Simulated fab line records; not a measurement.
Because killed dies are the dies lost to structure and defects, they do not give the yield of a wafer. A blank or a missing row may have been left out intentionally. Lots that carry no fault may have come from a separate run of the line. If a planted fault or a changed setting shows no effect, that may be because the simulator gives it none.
Struck lot and sound lot, side by side + flow berkeley cmos170 + 23 out of 331 route steps
Sound: the wafers L831.1, L831.4, L831.6. The struck wafers were L845.2, L845.3, L845.4. The cause comes at the end.
Per side, at each step with rows, come the tool, then ch with its chambers, and then its first start. Under that, the readings that differ: sound wafers + struck wafers + difference of the means + sigmas: that difference in standard deviations of wafers without a fault.
alike: words and numbers the same on both sides, and readings whose means are apart by under 2 such deviations; not compared: readings that were withheld, readings missing a value for some wafer, numbers with overlapping values and no deviation given by the record, and bounds like >300 which may hide the same value.
A row with sigmas, a row that says differs or no value, or rows on one side alone: a step with any of these is where the two part. When numbers do not overlap yet have no deviation, they are printed without sigmas and do not part them. A reading that every wafer of one side lacks parts them only if that side has two wafers or more.

first, 6 steps without rows for these wafers: UCB170_ZERO_HMDS_00 (prime time 60 s); UCB170_ZERO_COAT_01 (resist thk 900 nm); UCB170_ZERO_SOFTBAKE_02 (time 60 s); UCB170_ZERO_EXPOSE_03 (exposes mask PM MARKS, target cd 4000 nm); UCB170_ZERO_PEB_04; UCB170_ZERO_DEVELOP_05 (develop time 45 s).
UCB170_ZERO_ETCH_06: etches SiO2 in CHF3/CF4/Ar, time 12 s.
  sound on rie diel-01 ch 0,1,3, day 2 18:14; struck on rie diel-02 ch 0,1,2, day 5 16:06
  alike: drypump motor current A, mfc ar sccm, oes product au, throttle valve pct
  not compared: rf hours counter h
UCB170_ZERO_STRIP_07: strips in O2.
  sound on plasma asher-01 ch 0,1, day 2 18:16; struck on plasma asher-02 ch 0,1, day 5 16:07
| reading                      | sound             | struck            | difference | sigmas |
|------------------------------|-------------------|-------------------|------------|--------|
| strip time to endpoint s (s) | 21.37 21.34 21.43 | 21.56 21.50 21.52 | +0.15      | +2     |
  alike: drypump motor current A, oes product au
  not compared: rf hours counter h
then, 2 steps without rows for these wafers: UCB170_NWELL_WET_ETCH_00 (etches SiO2 in dHF, time 200 s); UCB170_NWELL_OXIDATION_01 (target thk 26.4 nm, ox time 1260 s).
UCB170_NWELL_THK_MEAS_02:
  sound on film metro-01 at day 2 22:40; struck on film metro-03 at day 5 22:42
  alike: NWELL_OXIDE_THK
then, 1 step without rows for these wafers: UCB170_NWELL_ANNEAL_03 (time 900 s).
UCB170_NWELL_CVD_04: deposits Si3N4 from SiH2Cl2/NH3, target thk 224 nm, time 3360 s.
  sound on lpcvd-02 ch 0, day 3 02:43; struck on lpcvd-01 ch 0, day 6 06:02
  alike: zone power load pct, zone power source pct
UCB170_NWELL_THK_MEAS_05:
  sound on film metro-02 at day 3 04:40; struck on film metro-02 at day 6 07:59
| reading                | sound             | struck            | difference | sigmas      |
|------------------------|-------------------|-------------------|------------|-------------|
| NWELL_NITRIDE_THK (nm) | 228.2 227.1 229.0 | 446.2 445.8 449.2 | +219.0     | +99 or more |
then, 6 steps without rows for these wafers: UCB170_NWELL_HMDS_06 (prime time 60 s); UCB170_NWELL_COAT_07 (resist thk 900 nm); UCB170_NWELL_SOFTBAKE_08 (time 60 s); UCB170_NWELL_EXPOSE_09 (exposes mask NWELL, target cd 3000 nm); UCB170_NWELL_PEB_10; UCB170_NWELL_DEVELOP_11 (develop time 45 s).
UCB170_NWELL_OVL_MEAS_12:
  sound on overlay-02 at day 3 05:58; struck on overlay-01 at day 6 09:05
  alike: NWELL_OVL
UCB170_NWELL_ETCH_13: etches Si3N4 in CH3F/Ar/O2, stops on SiO2, target depth 246.4 nm, time 154 s.
  sound on rie diel-04 ch 0,1,3, day 3 06:00; struck on rie diel-01 ch 0,1,3, day 6 09:07
| reading                  | sound             | struck            | difference | sigmas |
|--------------------------|-------------------|-------------------|------------|--------|
| oes product au (a.u.)    | 0.962 0.929 0.955 | 0.975 1.018 1.017 | +0.055     | +4     |
| model.etch.depth nm (nm) | 228.3 227.3 229   | 247.7 248.3 250.4 | +20.6      |        |
  alike: O2_flow_sccm, drypump motor current A, mfc ar sccm, throttle valve pct
  not compared: rf hours counter h
after that, 1 step had no rows for these wafers: UCB170_NWELL_IMPLANT_14.

## WHERE THEY PART
At UCB170_ZERO_STRIP_07 first; at UCB170_NWELL_ETCH_13 last (within this record only).

WHY: what had been put in by the simulator
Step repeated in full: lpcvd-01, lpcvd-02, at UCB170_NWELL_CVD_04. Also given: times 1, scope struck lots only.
